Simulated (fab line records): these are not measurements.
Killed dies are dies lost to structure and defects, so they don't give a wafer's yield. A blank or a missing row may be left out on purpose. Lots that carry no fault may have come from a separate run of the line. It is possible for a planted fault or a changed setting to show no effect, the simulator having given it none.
A lot that was struck, set against a sound lot	flow ritCmos	18 out of 202 route steps
Sound: these wafers, L477.1, L477.4, L477.5. Struck: wafers L491.1, L491.4, L491.6. At the end, the cause is stated.
At each step with rows: each side's tool, then ch and its chambers, then its first start. Under that, the readings that differ: sound wafers	struck wafers	difference of the means	sigmas: that difference in standard deviations of wafers without a fault.
alike: readings whose means differ by less than 2 such deviations, and words and numbers that are the same on both sides. not compared: withheld readings, readings that some wafer has no value for, bounds like >300 that may hide the same value, and numbers for which the record gives no deviation and whose values overlap.
A row with sigmas, a row that says differs or no value, or rows on one side alone: a step with any of these is where the two part. When numbers do not overlap yet have no deviation, they are printed without sigmas and do not part them. A reading that every wafer of one side lacks parts them only if that side has two wafers or more.

RIT_NWELL_SOFTBAKE_02: time 62.78 s.
  sound on lithoTrack-01 ch 0, day 2 16:23; struck on lithoTrack-01 ch 0, day 5 16:14
  alike: plateSensorTCentreC, plateSensorTEdgeC
then, 3 steps without rows for these wafers: RIT_NWELL_EXPOSE_03 (exposes mask M2, target cd 43900 nm); RIT_NWELL_PEB_04; RIT_NWELL_DEVELOP_05 (develop time 68 s).
RIT_NWELL_OVL_MEAS_06:
  sound on overlay-02 at day 2 17:06; struck on overlay-02 at day 5 16:49
  alike: NWELL_OVL
then, 2 steps without rows for these wafers: RIT_NWELL_HARDBAKE_07 (time 120 s); RIT_NWELL_IMPLANT_08.
RIT_NWELL_STRIP_09: strips in O2, time 180 s.
  sound on plasmaAsher-03 ch 0,1, day 2 17:32; struck on plasmaAsher-02 ch 0, day 5 17:15
  alike: drypumpMotorCurrentA
  not compared: rfHoursCounterH
RIT_NWELL_TW_MEAS_10:
  sound on filmMetro-01 at day 2 17:43; struck on filmMetro-02 at day 5 17:26
reading	sound	struck	difference	sigmas
NWELL_TW	2135 2130 2123	2089 2086 2104	-36	-2
then, 3 steps without rows for these wafers: RIT_PWELL_HMDS_00 (prime time 60 s); RIT_PWELL_COAT_01 (resist thk 1300 nm); RIT_PWELL_SOFTBAKE_02 (time 60 s).
RIT_PWELL_EXPOSE_03: exposes mask M3, target cd 43700 nm.
  sound on ilineStepper-02 ch 0, day 2 18:20; struck on ilineStepper-02 ch 0, day 5 17:56
reading	sound	struck	difference	sigmas
model.PWELL.overlayXNm (nm)	-0.4288 -0.4288 -0.4288	240.7 240.7 240.7	+241.1	
  alike: mask, stageVelMmS
then, 2 steps without rows for these wafers: RIT_PWELL_PEB_04; RIT_PWELL_DEVELOP_05 (develop time 68 s).
RIT_PWELL_OVL_MEAS_06:
  sound on overlay-02 at day 2 18:46; struck on overlay-01 at day 5 18:22
reading	sound	struck	difference	sigmas
PWELL_OVL (nm)	-0.3 -1.7 -0.1	237.8 236.8 239.9	+238.9	+99 or more
then, 1 step without rows for these wafers: RIT_PWELL_HARDBAKE_07 (time 120 s).
RIT_M1_PROBE_99:
  sound on prober-01 at day 4 08:21; struck on prober-02 at day 7 04:29
reading	sound	struck	difference	sigmas
model.etest.wellEdgeLeft.lineOhmUm	181.7 182.8 183	202.2 202.5 201	+19.4	
model.etest.wellEdgeRight.lineOhmUm	184.2 182.1 185.2	165.6 163.6 166.4	-18.6	
model.etest.isoNwellNwell.bvV (V)	21.93 21.95 21.1	20.36 20.61 20.43	-1.19	
  alike: killedAtContacts, killedAtFrontEnd, killedDies, killedOpen, killedShort

## WHERE THEY PART
Last at RIT_PWELL_OVL_MEAS_06 as far as this record goes, first at RIT_NWELL_TW_MEAS_10. Later steps at which nothing parts them and some readings are alike: RIT_M1_PROBE_99.

WHY: what the simulator had put in
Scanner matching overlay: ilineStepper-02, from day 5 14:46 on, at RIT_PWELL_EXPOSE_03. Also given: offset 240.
